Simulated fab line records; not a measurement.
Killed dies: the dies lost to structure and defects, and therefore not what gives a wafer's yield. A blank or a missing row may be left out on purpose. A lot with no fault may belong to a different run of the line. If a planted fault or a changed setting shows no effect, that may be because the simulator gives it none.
Which tool was responsible? | flow rit cmos | 13 lots with 39 wafers sampled at 6 steps, on a route of 202 steps

WHAT THE GAUGES SHOWED, per wafer
RIT_GATE_OVL_MEAS_17.
lot  | measured    | on         | GATE_OVL (nm)
L326 | day 3 04:04 | overlay-02 | 3.3 3.9 3.0
L327 | day 3 08:34 | overlay-01 | -0.6 -1.1 -0.9
L328 | day 3 10:16 | overlay-01 | 0.8 2.2 1.3
L332 | day 4 13:03 | overlay-01 | 1.7 1.5 1.6
L336 | day 5 15:38 | overlay-01 | 0.5 -0.4 0.2
L337 | day 5 19:37 | overlay-02 | 0.4 0.5 0.0
L338 | day 6 07:08 | overlay-01 | -2.0 0.8 -1.1
L340 | day 6 14:32 | overlay-02 | 1.2 2.8 2.8
L342 | day 6 21:55 | overlay-02 | 0.4 -0.2 -0.5
L343 | day 6 21:37 | overlay-01 | -1.1 -1.3 -0.7
L344 | day 7 10:16 | overlay-02 | -1.8 -0.2 0.1
L346 | day 7 11:34 | overlay-02 | 0.0 0.2 -0.9
L348 | day 7 13:07 | overlay-01 | 1.1 3.5 0.5

RIT_M1_RS_MEAS_01: measurement is done with a four-point probe.
lot  | measured    | on            | M1_AL_RS (ohm/sq)
L326 | day 3 21:57 | film metro-02 | 0.0739 0.0731 0.0730
L327 | day 4 01:47 | film metro-04 | 0.0725 0.0719 0.0725
L328 | day 4 04:33 | film metro-04 | 0.0734 0.0739 0.0748
L332 | day 5 06:04 | film metro-02 | 0.0728 0.0731 0.0741
L336 | day 6 11:18 | film metro-04 | 0.0793 0.0781 0.0796
L337 | day 6 17:44 | film metro-01 | 0.0799 0.0793 0.0792
L338 | day 7 03:10 | film metro-01 | 0.0805 0.0793 0.0809
L340 | day 7 08:46 | film metro-01 | 0.0741 0.0750 0.0737
L342 | day 7 18:47 | film metro-01 | 0.0735 0.0742 0.0729
L343 | day 7 18:44 | film metro-04 | 0.0726 0.0718 0.0729
L344 | day 8 05:45 | film metro-04 | 0.0712 0.0722 0.0723
L346 | day 8 05:56 | film metro-02 | 0.0735 0.0735 0.0747
L348 | day 8 10:20 | film metro-02 | 0.0739 0.0725 0.0737

RIT_M1_THK_MEAS_02: measures by xrf.
lot  | measured    | on            | M1_AL_THK (nm)
L326 | day 3 22:04 | film metro-02 | 387 392 394
L327 | day 4 01:55 | film metro-04 | 394 398 395
L328 | day 4 04:39 | film metro-04 | 390 389 384
L332 | day 5 06:11 | film metro-02 | 397 394 388
L336 | day 6 11:25 | film metro-04 | 362 365 361
L337 | day 6 17:52 | film metro-01 | 358 361 362
L338 | day 7 03:17 | film metro-01 | 356 360 355
L340 | day 7 08:53 | film metro-01 | 387 383 390
L342 | day 7 18:53 | film metro-01 | 391 386 391
L343 | day 7 18:51 | film metro-04 | 394 400 392
L344 | day 8 05:52 | film metro-04 | 399 396 398
L346 | day 8 06:03 | film metro-02 | 392 393 388
L348 | day 8 10:26 | film metro-02 | 392 398 392

WHAT TOOL EACH LOT RAN ON (gives the tool, then ch and the chambers of the sampled wafers, and finally the start)
lot  | RIT_NRETRO_STRIP_09                 | RIT_PLDD_STRIP_09                   | RIT_M1_SPUTTER_00
L326 | plasma asher-03 ch 0,1, day 2 17:33 | plasma asher-03 ch 0,1, day 3 12:07 | pvd sputter-01, day 3 21:37
L327 | plasma asher-03 ch 0,1, day 2 22:22 | plasma asher-02 ch 0,1, day 3 15:52 | pvd sputter-01, day 4 01:30
L328 | plasma asher-03 ch 0,1, day 3 02:25 | plasma asher-04 ch 0,1, day 3 18:26 | pvd sputter-03, day 4 04:13
L332 | plasma asher-03 ch 0,1, day 3 22:03 | plasma asher-04 ch 0,1, day 4 20:13 | pvd sputter-01, day 5 05:46
L336 | plasma asher-02 ch 0,1, day 4 23:57 | plasma asher-04 ch 0,1, day 6 01:32 | pvd sputter-01, day 6 10:59
L337 | plasma asher-04 ch 0,1, day 5 04:27 | plasma asher-04 ch 0,1, day 6 07:59 | pvd sputter-01, day 6 17:27
L338 | plasma asher-03 ch 0,1, day 5 12:10 | plasma asher-02 ch 0,1, day 6 17:02 | pvd sputter-01, day 7 02:51
L340 | plasma asher-04 ch 0,1, day 5 23:41 | plasma asher-03 ch 0,1, day 6 22:47 | pvd sputter-03, day 7 08:28
L342 | plasma asher-03 ch 0, day 6 13:20   | plasma asher-04 ch 0,1, day 7 07:16 | pvd sputter-03, day 7 18:28
L343 | plasma asher-02 ch 0,1, day 6 13:34 | plasma asher-03 ch 1, day 7 06:49   | pvd sputter-04, day 7 18:26
L344 | plasma asher-03 ch 0, day 6 21:33   | plasma asher-03 ch 0,1, day 7 19:09 | pvd sputter-04, day 8 05:26
L346 | plasma asher-04 ch 0,1, day 7 02:46 | plasma asher-04 ch 0,1, day 7 19:37 | pvd sputter-03, day 8 05:37
L348 | plasma asher-02 ch 0,1, day 7 06:11 | plasma asher-04 ch 0,1, day 7 22:48 | pvd sputter-04, day 8 10:00
- RIT_NRETRO_STRIP_09: strips in O2, time 180 s.
- RIT_PLDD_STRIP_09: strips in O2, time 180 s.
- RIT_M1_SPUTTER_00: material Al, target thk 400 nm, time 500 s.

WHAT THE TOOLS THEMSELVES READ (means of the sampled wafers that have a number; where no wafer has one, the mark that the record gives instead)
RIT_NRETRO_STRIP_09.
lot  | tool            | drypump motor current A (A)
L326 | plasma asher-03 | 5.8
L327 | plasma asher-03 | 5.8
L328 | plasma asher-03 | 5.8
L332 | plasma asher-03 | 5.6
L336 | plasma asher-02 | 6.7
L337 | plasma asher-04 | 5.5
L338 | plasma asher-03 | 5.6
L340 | plasma asher-04 | 5.5
L342 | plasma asher-03 | 5.9
L343 | plasma asher-02 | 6.6
L344 | plasma asher-03 | 5.9
L346 | plasma asher-04 | 6.1
L348 | plasma asher-02 | 6.6

RIT_PLDD_STRIP_09.
lot  | tool            | drypump motor current A (A)
L326 | plasma asher-03 | 5.7
L327 | plasma asher-02 | 6.6
L328 | plasma asher-04 | 5.5
L332 | plasma asher-04 | 6.1
L336 | plasma asher-04 | 6.1
L337 | plasma asher-04 | 6.1
L338 | plasma asher-02 | 6.7
L340 | plasma asher-03 | 5.8
L342 | plasma asher-04 | 5.5
L343 | plasma asher-03 | 5.5
L344 | plasma asher-03 | 5.6
L346 | plasma asher-04 | 5.5
L348 | plasma asher-04 | 6.1

RIT_M1_SPUTTER_00.
lot  | tool           | chamber pressure pa (Pa) | throttle valve pct (%)
L326 | pvd sputter-01 | 0.4003                   | 29.6
L327 | pvd sputter-01 | 0.4003                   | 29.3
L328 | pvd sputter-03 | 0.4002                   | 30.0
L332 | pvd sputter-01 | 0.4001                   | 28.9
L336 | pvd sputter-01 | 0.3998                   | 29.1
L337 | pvd sputter-01 | 0.4014                   | 29.1
L338 | pvd sputter-01 | 0.3992                   | 29.9
L340 | pvd sputter-03 | 0.3999                   | 29.9
L342 | pvd sputter-03 | 0.4003                   | 30.4
L343 | pvd sputter-04 | 0.3992                   | 29.4
L344 | pvd sputter-04 | 0.3997                   | 29.9
L346 | pvd sputter-03 | 0.3997                   | 30.5
L348 | pvd sputter-04 | 0.4001                   | 30.3

THE ANSWER, worked out from the rows above alone
Rule: the usual values come from the lots themselves. The widest of any qualifying gaps counts: lots, ordered by their means at a reading, are off when they make up no more than a third of the lots, leave a main group of 4 or more, and stand apart from it by 3 or more times the standard deviation of that group's means. If all means in a main group match to the digits the tables above print for the reading, that group is not used. Also off: a lot with no number at a reading for which 4 or more lots have one. The other lots that the step has rows for count as sound. Order of review: gauges by route order, followed by the tools' own readings, for which a lot's mean as printed above is used. The first step at which some lot is off is used, and at that step the reading that is off furthest; a lot without a number counts as furthest.
Off: at RIT_M1_RS_MEAS_01 (M1_AL_RS), L336, L337, L338. For the main group the mean is 0.0732 ohm/sq and the standard deviation 0.00075.
If a tool, at a process step before that reading, ran all the lots that are off and no sound lot after the first of them, it fits. Those tools and the gauges at RIT_M1_RS_MEAS_01 are tried in the same way. One candidate fits, namely pvd sputter-01 at RIT_M1_SPUTTER_00. Its last sound lot is L332 (day 5 05:46), its first lot that is off L336 (day 6 10:59): a fault that began between those two fits.

WHAT THE SIMULATOR HAD INSERTED
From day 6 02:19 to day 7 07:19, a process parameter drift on pvd sputter-01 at RIT_M1_SPUTTER_00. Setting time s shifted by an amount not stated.
Shown lots that were struck: L336, L337, L338. The rule above reached the same finding.
